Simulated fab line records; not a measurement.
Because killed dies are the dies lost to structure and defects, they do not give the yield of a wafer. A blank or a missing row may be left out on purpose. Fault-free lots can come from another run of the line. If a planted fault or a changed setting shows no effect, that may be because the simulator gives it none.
Which tool is to blame? :: flow berkeley_cmos170 :: 39 wafers from 13 lots sampled at 7 of the route's 331 steps

== WHAT EACH GAUGE READ, for each wafer ==
UCB170_CONTACT_CD_MEAS_15: the cd target is 700 nm.
lot: L448
measured: day 8 13:58
on: cd_sem-02
cd_nm (nm): 698.9 699.8 700.9

lot: L450
measured: day 8 15:01
on: cd_sem-02
cd_nm (nm): 698.1 697.4 698.1

lot: L447
measured: day 8 15:08
on: cd_sem-01
cd_nm (nm): 700.5 700.3 700.3

lot: L449
measured: day 8 15:23
on: cd_sem-02
cd_nm (nm): 699.8 699.3 699.4

lot: L446
measured: day 8 15:52
on: cd_sem-02
cd_nm (nm): 701.6 703.5 701.9

lot: L453
measured: day 9 13:33
on: cd_sem-02
cd_nm (nm): 698.0 698.3 699.5

lot: L451
measured: day 9 15:33
on: cd_sem-01
cd_nm (nm): 698.4 697.8 699.6

lot: L457
measured: day 9 21:56
on: cd_sem-02
cd_nm (nm): 698.6 700.0 699.9

lot: L456
measured: day 9 23:07
on: cd_sem-02
cd_nm (nm): 697.9 698.1 698.3

lot: L462
measured: day 11 07:10
on: cd_sem-02
cd_nm (nm): 700.1 700.2 700.7

lot: L461
measured: day 11 07:16
on: cd_sem-01
cd_nm (nm): 702.8 702.1 701.7

lot: L464
measured: day 12 02:51
on: cd_sem-02
cd_nm (nm): 698.9 699.4 698.7

lot: L466
measured: day 12 13:53
on: cd_sem-02
cd_nm (nm): 701.5 701.5 701.3

UCB170_V1_BOW_MEAS_03.
lot: L448
measured: day 8 18:37
on: film_metro-01
V1_BOW (um): 11 13 17

lot: L450
measured: day 8 19:55
on: film_metro-01
V1_BOW (um): 24 30 10

lot: L447
measured: day 8 20:14
on: film_metro-02
V1_BOW (um): 25 18 21

lot: L449
measured: day 8 19:55
on: film_metro-04
V1_BOW (um): 24 20 18

lot: L446
measured: day 8 21:19
on: film_metro-04
V1_BOW (um): 37 26 29

lot: L453
measured: day 9 19:29
on: film_metro-04
V1_BOW (um): 19 24 22

lot: L451
measured: day 9 20:50
on: film_metro-02
V1_BOW (um): 16 15 15

lot: L457
measured: day 10 03:13
on: film_metro-04
V1_BOW (um): 22 23 8

lot: L456
measured: day 10 04:34
on: film_metro-02
V1_BOW (um): 30 25 16

lot: L462
measured: day 11 12:00
on: film_metro-04
V1_BOW (um): 19 21 16

lot: L461
measured: day 11 13:25
on: film_metro-01
V1_BOW (um): 21 17 10

lot: L464
measured: day 12 08:34
on: film_metro-02
V1_BOW (um): 12 18 22

lot: L466
measured: day 12 19:31
on: film_metro-01
V1_BOW (um): 15 16 22

UCB170_M2_RS_MEAS_02: measures by four-point-probe.
lot: L448
measured: day 8 23:37
on: film_metro-03
M2_AL_RS (ohm/sq): 0.0326 0.0326 0.0325

lot: L450
measured: day 8 23:41
on: film_metro-01
M2_AL_RS (ohm/sq): 0.0322 0.0326 0.0322

lot: L447
measured: day 8 23:58
on: film_metro-02
M2_AL_RS (ohm/sq): 0.0321 0.0322 0.0320

lot: L449
measured: day 8 23:24
on: film_metro-02
M2_AL_RS (ohm/sq): 0.0320 0.0319 0.0321

lot: L446
measured: day 9 00:14
on: film_metro-01
M2_AL_RS (ohm/sq): 0.0320 0.0320 0.0316

lot: L453
measured: day 9 21:59
on: film_metro-03
M2_AL_RS (ohm/sq): 0.0328 0.0329 0.0327

lot: L451
measured: day 9 23:39
on: film_metro-03
M2_AL_RS (ohm/sq): 0.0326 0.0327 0.0331

lot: L457
measured: day 10 06:50
on: film_metro-02
M2_AL_RS (ohm/sq): 0.0328 0.0324 0.0330

lot: L456
measured: day 10 07:08
on: film_metro-03
M2_AL_RS (ohm/sq): 0.0349 0.0321 0.0349

lot: L462
measured: day 11 16:35
on: film_metro-02
M2_AL_RS (ohm/sq): 0.0320 0.0320 0.0320

lot: L461
measured: day 11 16:28
on: film_metro-03
M2_AL_RS (ohm/sq): 0.0325 0.0321 0.0322

lot: L464
measured: day 12 11:23
on: film_metro-03
M2_AL_RS (ohm/sq): 0.0327 0.0329 0.0329

lot: L466
measured: day 12 22:32
on: film_metro-02
M2_AL_RS (ohm/sq): 0.0324 0.0328 0.0325

UCB170_M2_THK_MEAS_03: measures by xrf.
lot: L448
measured: day 8 23:43
on: film_metro-03
M2_AL_THK (nm): 910 908 907

lot: L450
measured: day 8 23:49
on: film_metro-01
M2_AL_THK (nm): 906 902 905

lot: L447
measured: day 9 00:04
on: film_metro-02
M2_AL_THK (nm): 918 909 921

lot: L449
measured: day 8 23:31
on: film_metro-02
M2_AL_THK (nm): 919 923 920

lot: L446
measured: day 9 00:20
on: film_metro-01
M2_AL_THK (nm): 909 915 922

lot: L453
measured: day 9 22:06
on: film_metro-03
M2_AL_THK (nm): 904 899 903

lot: L451
measured: day 9 23:45
on: film_metro-03
M2_AL_THK (nm): 908 907 894

lot: L457
measured: day 10 06:58
on: film_metro-02
M2_AL_THK (nm): 893 897 885

lot: L456
measured: day 10 07:15
on: film_metro-03
M2_AL_THK (nm): 842 914 843

lot: L462
measured: day 11 16:43
on: film_metro-02
M2_AL_THK (nm): 916 917 919

lot: L461
measured: day 11 16:35
on: film_metro-03
M2_AL_THK (nm): 914 927 930

lot: L464
measured: day 12 11:29
on: film_metro-03
M2_AL_THK (nm): 905 901 906

lot: L466
measured: day 12 22:38
on: film_metro-02
M2_AL_THK (nm): 914 901 910

UCB170_M2_CD_MEAS_90: the cd target is 700 nm.
lot: L448
measured: day 9 04:52
on: cd_sem-02
cd_nm (nm): 702 697 698

lot: L450
measured: day 9 05:04
on: cd_sem-02
cd_nm (nm): 706 699 700

lot: L447
measured: day 9 05:08
on: cd_sem-01
cd_nm (nm): 706 702 703

lot: L449
measured: day 9 03:52
on: cd_sem-02
cd_nm (nm): 701 706 706

lot: L446
measured: day 9 05:22
on: cd_sem-02
cd_nm (nm): 703 699 701

lot: L453
measured: day 10 01:29
on: cd_sem-02
cd_nm (nm): 699 706 703

lot: L451
measured: day 10 02:30
on: cd_sem-02
cd_nm (nm): 704 701 702

lot: L457
measured: day 10 09:53
on: cd_sem-02
cd_nm (nm): 695 706 702

lot: L456
measured: day 10 10:02
on: cd_sem-01
cd_nm (nm): 698 695 704

lot: L462
measured: day 11 19:58
on: cd_sem-02
cd_nm (nm): 701 696 698

lot: L461
measured: day 11 19:28
on: cd_sem-02
cd_nm (nm): 701 702 700

lot: L464
measured: day 12 13:37
on: cd_sem-01
cd_nm (nm): 697 696 699

lot: L466
measured: day 13 01:50
on: cd_sem-01
cd_nm (nm): 701 697 702

== TOOL THAT RAN EACH LOT (tool first, then ch and the chambers of the sampled wafers, then the start) ==
lot: L448
UCB170_M2_SPUTTER_01: pvd_sputter-03, day 8 23:29
UCB170_M2_METAL_ETCH_18: rie_metal-01 ch 0,1, day 9 04:36

lot: L450
UCB170_M2_SPUTTER_01: pvd_sputter-02, day 8 23:37
UCB170_M2_METAL_ETCH_18: rie_metal-03 ch 0,1, day 9 04:46

lot: L447
UCB170_M2_SPUTTER_01: pvd_sputter-04, day 8 23:52
UCB170_M2_METAL_ETCH_18: rie_metal-02 ch 0,1, day 9 04:46

lot: L449
UCB170_M2_SPUTTER_01: pvd_sputter-04, day 8 23:19
UCB170_M2_METAL_ETCH_18: rie_metal-02 ch 0,1, day 9 03:35

lot: L446
UCB170_M2_SPUTTER_01: pvd_sputter-03, day 9 00:06
UCB170_M2_METAL_ETCH_18: rie_metal-01 ch 0,1, day 9 04:56

lot: L453
UCB170_M2_SPUTTER_01: pvd_sputter-02, day 9 21:53
UCB170_M2_METAL_ETCH_18: rie_metal-03 ch 0,1, day 10 01:11

lot: L451
UCB170_M2_SPUTTER_01: pvd_sputter-03, day 9 23:32
UCB170_M2_METAL_ETCH_18: rie_metal-03 ch 0,1, day 10 02:14

lot: L457
UCB170_M2_SPUTTER_01: pvd_sputter-02, day 10 06:46
UCB170_M2_METAL_ETCH_18: rie_metal-03 ch 0,1, day 10 09:36

lot: L456
UCB170_M2_SPUTTER_01: pvd_sputter-03, day 10 07:02
UCB170_M2_METAL_ETCH_18: rie_metal-01 ch 0,1, day 10 09:37

lot: L462
UCB170_M2_SPUTTER_01: pvd_sputter-02, day 11 16:30
UCB170_M2_METAL_ETCH_18: rie_metal-01 ch 0,1, day 11 19:41

lot: L461
UCB170_M2_SPUTTER_01: pvd_sputter-04, day 11 16:23
UCB170_M2_METAL_ETCH_18: rie_metal-03 ch 0,1, day 11 19:11

lot: L464
UCB170_M2_SPUTTER_01: pvd_sputter-02, day 12 11:16
UCB170_M2_METAL_ETCH_18: rie_metal-02 ch 0,1, day 12 13:21

lot: L466
UCB170_M2_SPUTTER_01: pvd_sputter-04, day 12 22:25
UCB170_M2_METAL_ETCH_18: rie_metal-02 ch 0,1, day 13 01:34
- UCB170_M2_SPUTTER_01: material Al, target thk 900 nm, time 120 s.
- UCB170_M2_METAL_ETCH_18: etches Al in Cl2/BCl3, stops on SiO2, target depth 1170 nm, time 195 s.

== WHAT THE TOOLS THEMSELVES READ (means of the sampled wafers that have a number; where no wafer has one, the mark that the record gives instead) ==
UCB170_M2_SPUTTER_01.
lot: L448
tool: pvd_sputter-03
chamber_pressure_pa (Pa): 0.4997
throttle_valve_pct (%): 28.7

lot: L450
tool: pvd_sputter-02
chamber_pressure_pa (Pa): 0.5003
throttle_valve_pct (%): 29.6

lot: L447
tool: pvd_sputter-04
chamber_pressure_pa (Pa): 0.5009
throttle_valve_pct (%): 30.7

lot: L449
tool: pvd_sputter-04
chamber_pressure_pa (Pa): 0.5001
throttle_valve_pct (%): 30.6

lot: L446
tool: pvd_sputter-03
chamber_pressure_pa (Pa): 0.4991
throttle_valve_pct (%): 29.9

lot: L453
tool: pvd_sputter-02
chamber_pressure_pa (Pa): 0.5005
throttle_valve_pct (%): 29.6

lot: L451
tool: pvd_sputter-03
chamber_pressure_pa (Pa): 0.4998
throttle_valve_pct (%): 29.6

lot: L457
tool: pvd_sputter-02
chamber_pressure_pa (Pa): 0.5005
throttle_valve_pct (%): 29.5

lot: L456
tool: pvd_sputter-03
chamber_pressure_pa (Pa): 0.5941
throttle_valve_pct (%): 28.2

lot: L462
tool: pvd_sputter-02
chamber_pressure_pa (Pa): 0.5002
throttle_valve_pct (%): 30.2

lot: L461
tool: pvd_sputter-04
chamber_pressure_pa (Pa): 0.5007
throttle_valve_pct (%): 30.3

lot: L464
tool: pvd_sputter-02
chamber_pressure_pa (Pa): 0.5012
throttle_valve_pct (%): 29.6

lot: L466
tool: pvd_sputter-04
chamber_pressure_pa (Pa): 0.5005
throttle_valve_pct (%): 30.0

UCB170_M2_METAL_ETCH_18.
lot: L448
tool: rie_metal-01
drypump_motor_current_A (A): 5.7
oes_product_au (a.u.): 0.854
throttle_valve_pct (%): 24.27

lot: L450
tool: rie_metal-03
drypump_motor_current_A (A): 6.2
oes_product_au (a.u.): 0.850
throttle_valve_pct (%): 24.81

lot: L447
tool: rie_metal-02
drypump_motor_current_A (A): 6.1
oes_product_au (a.u.): 0.856
throttle_valve_pct (%): 24.53

lot: L449
tool: rie_metal-02
drypump_motor_current_A (A): 5.5
oes_product_au (a.u.): 0.856
throttle_valve_pct (%): 24.61

lot: L446
tool: rie_metal-01
drypump_motor_current_A (A): 5.3
oes_product_au (a.u.): 0.852
throttle_valve_pct (%): 24.42

lot: L453
tool: rie_metal-03
drypump_motor_current_A (A): 6.2
oes_product_au (a.u.): 0.842
throttle_valve_pct (%): 24.82

lot: L451
tool: rie_metal-03
drypump_motor_current_A (A): 6.2
oes_product_au (a.u.): 0.843
throttle_valve_pct (%): 24.83

lot: L457
tool: rie_metal-03
drypump_motor_current_A (A): 6.2
oes_product_au (a.u.): 0.845
throttle_valve_pct (%): 24.78

lot: L456
tool: rie_metal-01
drypump_motor_current_A (A): 5.7
oes_product_au (a.u.): 0.837
throttle_valve_pct (%): 24.27

lot: L462
tool: rie_metal-01
drypump_motor_current_A (A): 5.7
oes_product_au (a.u.): 0.859
throttle_valve_pct (%): 24.25

lot: L461
tool: rie_metal-03
drypump_motor_current_A (A): 6.2
oes_product_au (a.u.): 0.853
throttle_valve_pct (%): 24.77

lot: L464
tool: rie_metal-02
drypump_motor_current_A (A): 5.5
oes_product_au (a.u.): 0.838
throttle_valve_pct (%): 24.61

lot: L466
tool: rie_metal-02
drypump_motor_current_A (A): 5.6
oes_product_au (a.u.): 0.844
throttle_valve_pct (%): 24.61

== THE ANSWER, worked out from the rows above alone ==
Rule: the lots themselves supply what counts as usual. Put in order of their means at a reading, lots are off if they are a third of the lots or fewer, leave a main group of 4 or more, and stand apart from it by a gap of 3 or more times the standard deviation of the main group's means; of several such gaps the widest counts. Not used: any main group whose means are identical at the precision the tables above print for the reading. A lot without any number at a reading at which 4 lots or more have one is off too. Where the step has rows for the other lots, those lots are counted as sound. The gauges are gone through in route order, then the tools' own readings, and for those a lot's mean is taken as printed above. The first step at which some lot is off is used, and at that step the reading that is off furthest; a lot without a number counts as furthest.
Off: L456, seen at UCB170_M2_RS_MEAS_02 (M2_AL_RS). Mean 0.0324 ohm/sq and standard deviation 0.00034 in the main group.
A tool fits if, at a process step before that reading, it ran every lot that is off, and no sound lot after the first of them. Not tried: the gauges at UCB170_M2_RS_MEAS_02; whatever is off there is also off at UCB170_M2_SPUTTER_01, on other tools, and gauge error can't account for it. One fits: pvd_sputter-03 at UCB170_M2_SPUTTER_01. A fault onset in the window from L451 (day 9 23:32, its last sound lot) to L456 (day 10 07:02, its first lot off) fits.
On the lots that are off, the tool's own readings at UCB170_M2_SPUTTER_01 differ by more than 5 times the standard deviation of the sound lots' means, which bears it out; chamber_pressure_pa reads 0.5941 Pa there versus 0.5003 Pa on the sound lots.

== WHAT THE SIMULATOR PUT IN ==
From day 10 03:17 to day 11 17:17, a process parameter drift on pvd_sputter-03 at UCB170_M2_SPUTTER_01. From 0.5, the setting chamber_pressure_pa moved by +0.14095. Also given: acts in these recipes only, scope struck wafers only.
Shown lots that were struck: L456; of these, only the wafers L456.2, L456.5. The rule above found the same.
